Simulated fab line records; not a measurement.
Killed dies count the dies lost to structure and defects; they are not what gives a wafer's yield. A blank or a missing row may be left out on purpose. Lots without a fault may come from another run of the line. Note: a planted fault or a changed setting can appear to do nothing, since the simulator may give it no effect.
2 desks, one fault    flow berkeley cmos170    only its own numbers are on each desk; what lay behind them is given at the end

AT THE TOOL OWNER'S DESK: lpcvd-01
The tool's own readings at UCB170_PWELL_CVD_05 (deposits Si3N4 from SiH2Cl2/NH3, target thk 220 nm, time 3300 s): means of the sampled wafers that have a number, for each lot that ran on this tool. Any lot whose mean is over 4 standard deviations away from the usual mean is out of limits and marked OUT; that distance is given in the brackets.
Columns: A = spike tc centre C at UCB170_PWELL_CVD_05, usual 803.3 C; B = spike tc load C at UCB170_PWELL_CVD_05, usual 823.9 C; C = spike tc source C at UCB170_PWELL_CVD_05, usual 821.4 C; D = susceptor temp C at UCB170_PWELL_CVD_05, usual 800.1 C; E = zone power centre pct at UCB170_PWELL_CVD_05, usual 37.7 %
lot   first seen here  A                B                C                D                E
L492  day 3 01:19      802.9            823.8            820.6            800.1            40.1
L504  day 5 22:49      782.0 (-21) OUT  803.1 (-16) OUT  798.9 (-19) OUT  778.7 (-56) OUT  37.9
L505  day 5 22:49      781.4 (-22) OUT  801.3 (-17) OUT  801.2 (-17) OUT  778.8 (-56) OUT  39.0
This desk finds L504, L505 out of limits, L504 being first, at day 5 22:49 (spike tc centre C at UCB170_PWELL_CVD_05). L492: within limits.

METROLOGY DESK
Lot by lot, what the gauges showed, no matter which tool ran the lot: averages of those sampled wafers that carry a number. Any lot whose mean is over 4 standard deviations away from the usual mean is out of limits and marked OUT; that distance is given in the brackets.
Columns: A = NWELL_NITRIDE_THK at UCB170_NWELL_THK_MEAS_05, usual 222.8 nm; B = PWELL_OXIDE_THK at UCB170_PWELL_THK_MEAS_03, usual 26.3 nm; C = PWELL_NITRIDE_THK at UCB170_PWELL_THK_MEAS_06, usual 218.5 nm; D = ACTIVE_OVL at UCB170_ACTIVE_OVL_MEAS_14, usual -1 nm
lot   first seen here  A      B     C                D
L492  day 2 06:30      223.0  26.5  217.8            -3
L494  day 2 14:45      222.7  25.6  221.8            6
L493  day 2 14:46      220.2  26.2  218.1            -3
L495  day 2 22:11      224.6  26.1  218.4            0
L505  day 5 05:22      222.0  26.2  147.6 (-35) OUT  -3
L504  day 5 05:23      221.2  25.6  144.8 (-37) OUT  12
L506  day 5 15:03      220.1  26.0  216.8            -6
L508  day 5 21:11      222.2  26.0  219.5            -1
L507  day 5 21:11      222.5  26.3  217.8            0
L514  day 7 02:51      223.9  26.5  218.9            -11
L513  day 7 02:52      224.4  26.3  218.9            2
L515  day 7 08:32      225.4  26.7  217.5            2
Finding of this desk: L504, L505 out of limits, first seen on L505 at day 6 00:44 (PWELL_NITRIDE_THK at UCB170_PWELL_THK_MEAS_06). L492, L494, L493, L495, L506, L508, L507, L514, L513, L515: within limits.

ALL TOGETHER
The tool owner's desk had the chance to raise an alarm at day 5 22:49 on L504, L505.
On L504, L505, the metrology desk was in a position to raise an alarm at day 6 00:44.
UCB170_PWELL_CVD_05 was run on lpcvd-01 by each of the lots named.

WHAT HAD BEEN PUT IN BY THE SIMULATOR
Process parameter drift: lpcvd-01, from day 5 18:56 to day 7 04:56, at UCB170_PWELL_CVD_05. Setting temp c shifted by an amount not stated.
Struck lots among those shown: L504, L505.
Counting hours from when the fault started, the first reading out of limits came at 4 for the tool owner's desk and at 6 for the metrology desk.
